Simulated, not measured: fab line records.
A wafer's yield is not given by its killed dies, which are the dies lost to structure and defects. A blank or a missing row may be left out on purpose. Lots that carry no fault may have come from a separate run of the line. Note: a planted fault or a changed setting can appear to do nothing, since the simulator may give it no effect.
Which tool was responsible? + flow berkeleyCmos170 + 14 lots, 42 wafers sampled, at 2 steps of a route of 331

WHAT EACH GAUGE READ, for each wafer
UCB170_V2_CD_MEAS_12: target cd 700 nm.
| lot  | measured     | on       | cdNm (nm)         |
|------|--------------|----------|-------------------|
| L622 | day 9 07:07  | cdSem-01 | 701.0 698.9 699.6 |
| L623 | day 9 05:44  | cdSem-01 | 699.8 699.1 701.0 |
| L621 | day 9 09:05  | cdSem-02 | 699.4 699.8 698.4 |
| L625 | day 10 03:49 | cdSem-01 | 700.1 700.5 700.7 |
| L626 | day 10 06:35 | cdSem-02 | 699.9 699.1 699.8 |
| L627 | day 10 09:47 | cdSem-02 | 701.5 700.9 702.2 |
| L629 | day 10 21:08 | cdSem-02 | 697.5 697.3 696.4 |
| L631 | day 11 06:17 | cdSem-02 | 698.8 698.4 699.8 |
| L633 | day 11 18:05 | cdSem-01 | 701.0 699.3 700.8 |
| L635 | day 12 11:50 | cdSem-02 | 699.5 701.1 701.0 |
| L636 | day 12 12:39 | cdSem-01 | 701.6 701.4 701.0 |
| L637 | day 12 20:02 | cdSem-01 | 701.2 701.1 702.4 |
| L639 | day 13 01:25 | cdSem-02 | 697.9 700.1 698.5 |
| L643 | day 14 09:35 | cdSem-02 | 700.5 700.1 700.1 |

EACH LOT AND THE TOOL THAT RAN IT (in order: tool; ch and the chambers of the sampled wafers; start)
| lot  | UCB170_NLDD_STRIP_10                |
|------|-------------------------------------|
| L622 | plasmaAsher-03 ch 0,1, day 7 23:55  |
| L623 | plasmaAsher-04 ch 0,1, day 7 23:56  |
| L621 | plasmaAsher-04 ch 0,1, day 8 00:07  |
| L625 | plasmaAsher-04 ch 0,1, day 8 18:03  |
| L626 | plasmaAsher-03 ch 0,1, day 8 18:14  |
| L627 | plasmaAsher-04 ch 0,1, day 9 04:11  |
| L629 | plasmaAsher-04 ch 0,1, day 9 12:16  |
| L631 | plasmaAsher-03 ch 0,1, day 9 22:10  |
| L633 | plasmaAsher-03 ch 0,1, day 10 10:22 |
| L635 | plasmaAsher-03 ch 0, day 11 03:55   |
| L636 | plasmaAsher-02 ch 0,1, day 11 04:39 |
| L637 | plasmaAsher-03 ch 1, day 11 15:36   |
| L639 | plasmaAsher-03 ch 0,1, day 11 20:13 |
| L643 | plasmaAsher-02 ch 0,1, day 12 18:10 |
- UCB170_NLDD_STRIP_10: strips in O2.

WHAT THE TOOLS THEMSELVES READ (means of the sampled wafers that have a number; where no wafer has one, the mark that the record gives instead)
UCB170_NLDD_STRIP_10.
| lot  | tool           | drypumpMotorCurrentA (A) | oesProductAu (a.u.) | stripTimeToEndpointS (s) |
|------|----------------|--------------------------|---------------------|--------------------------|
| L622 | plasmaAsher-03 | 5.6                      | 0.735               | 21.68                    |
| L623 | plasmaAsher-04 | 5.8                      | 0.733               | 21.66                    |
| L621 | plasmaAsher-04 | 5.6                      | 0.732               | 21.68                    |
| L625 | plasmaAsher-04 | 5.8                      | 0.738               | 21.68                    |
| L626 | plasmaAsher-03 | 5.5                      | 0.738               | 21.75                    |
| L627 | plasmaAsher-04 | 5.6                      | 0.734               | 21.71                    |
| L629 | plasmaAsher-04 | 5.6                      | 0.738               | 21.59                    |
| L631 | plasmaAsher-03 | 5.5                      | 0.733               | 21.70                    |
| L633 | plasmaAsher-03 | 5.3                      | 0.736               | 21.69                    |
| L635 | plasmaAsher-03 | 5.1                      | 0.735               | 21.72                    |
| L636 | plasmaAsher-02 | 5.6                      | 0.739               | 21.70                    |
| L637 | plasmaAsher-03 | 5.8                      | 0.734               | 21.61                    |
| L639 | plasmaAsher-03 | 5.3                      | 0.735               | 21.68                    |
| L643 | plasmaAsher-02 | 5.5                      | 0.735               | 21.55                    |

THE ANSWER, worked out from the rows above alone
Rule: usual is defined by the lots themselves. Put in order of their means at a reading, lots are off if they are a third of the lots or fewer, leave a main group of 4 or more, and stand apart from it by a gap of 3 or more times the standard deviation of the main group's means; of several such gaps the widest counts. The tables above print the reading to a certain number of digits; a main group whose means all agree to those digits is not used. Also off: a lot with no number at a reading for which 4 or more lots have one. Where the step has rows for the other lots, those lots are counted as sound. The gauges are gone through in route order, then the tools' own readings, and for those a lot's mean is taken as printed above. The first step at which some lot is off is used, and at that step the reading that is off furthest; a lot without a number counts as furthest.
Across all readings shown, no lot is off: no conclusion can be drawn from this.

WHAT HAD BEEN PUT IN BY THE SIMULATOR
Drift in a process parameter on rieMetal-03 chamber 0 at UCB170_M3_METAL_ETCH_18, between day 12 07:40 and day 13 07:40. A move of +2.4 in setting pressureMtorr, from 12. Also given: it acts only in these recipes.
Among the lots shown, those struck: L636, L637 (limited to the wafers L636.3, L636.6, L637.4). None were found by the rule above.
